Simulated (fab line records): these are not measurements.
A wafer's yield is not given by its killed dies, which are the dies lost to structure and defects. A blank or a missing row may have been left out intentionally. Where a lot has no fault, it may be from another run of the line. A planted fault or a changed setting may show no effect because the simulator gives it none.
What tool caused it? :: flow berkeley_cmos170 :: 21 wafers from 7 lots sampled at 2 of the route's 331 steps

== WHAT EACH GAUGE READ, for each wafer ==
UCB170_PVT_TW_MEAS_09.
lot: L141
measured: day 6 19:52
on: film_metro-04
PVT_TW: 508 510 510

lot: L145
measured: day 7 05:23
on: film_metro-04
PVT_TW: 511 507 512

lot: L148
measured: day 7 23:00
on: film_metro-01
PVT_TW: 499 498 500

lot: L149
measured: day 8 06:38
on: film_metro-03
PVT_TW: 501 502 500

lot: L150
measured: day 8 06:55
on: film_metro-04
PVT_TW: 509 507 505

lot: L157
measured: day 9 14:20
on: film_metro-04
PVT_TW: 545 544 544

lot: L162
measured: day 11 01:24
on: film_metro-01
PVT_TW: 502 505 500

== TOOL THAT RAN EACH LOT (tool first, then ch and the chambers of the sampled wafers, then the start) ==
lot: L141
UCB170_PVT_IMPLANT_07: implanter-04 ch 0, day 6 19:37

lot: L145
UCB170_PVT_IMPLANT_07: implanter-04 ch 0, day 7 05:08

lot: L148
UCB170_PVT_IMPLANT_07: implanter-02 ch 0, day 7 22:45

lot: L149
UCB170_PVT_IMPLANT_07: implanter-04 ch 0, day 8 06:23

lot: L150
UCB170_PVT_IMPLANT_07: implanter-02 ch 0, day 8 06:41

lot: L157
UCB170_PVT_IMPLANT_07: implanter-02 ch 0, day 9 14:06

lot: L162
UCB170_PVT_IMPLANT_07: implanter-03 ch 0, day 11 01:09
- UCB170_PVT_IMPLANT_07

== THE ANSWER, worked out from the rows above alone ==
Rule: the lots themselves supply what counts as usual. Put in order of their means at a reading, lots are off if they are a third of the lots or fewer, leave a main group of 4 or more, and stand apart from it by a gap of 3 or more times the standard deviation of the main group's means; of several such gaps the widest counts. If all means in a main group match to the digits the tables above print for the reading, that group is not used. Also off: a lot with no number at a reading for which 4 or more lots have one. Any other lot the step has rows for is counted as sound.
Off: L157, at UCB170_PVT_TW_MEAS_09 (PVT_TW). The main group: mean 505, standard deviation 4.2.
A tool fits if, at a process step before that reading, it ran every lot that is off, and no sound lot after the first of them. Gauges at UCB170_PVT_TW_MEAS_09: tried the same way as those tools. Can't be told from this: 2 tools fit, implanter-02 at UCB170_PVT_IMPLANT_07, film_metro-04 at UCB170_PVT_TW_MEAS_09.

== WHAT THE SIMULATOR HAD PUT IN ==
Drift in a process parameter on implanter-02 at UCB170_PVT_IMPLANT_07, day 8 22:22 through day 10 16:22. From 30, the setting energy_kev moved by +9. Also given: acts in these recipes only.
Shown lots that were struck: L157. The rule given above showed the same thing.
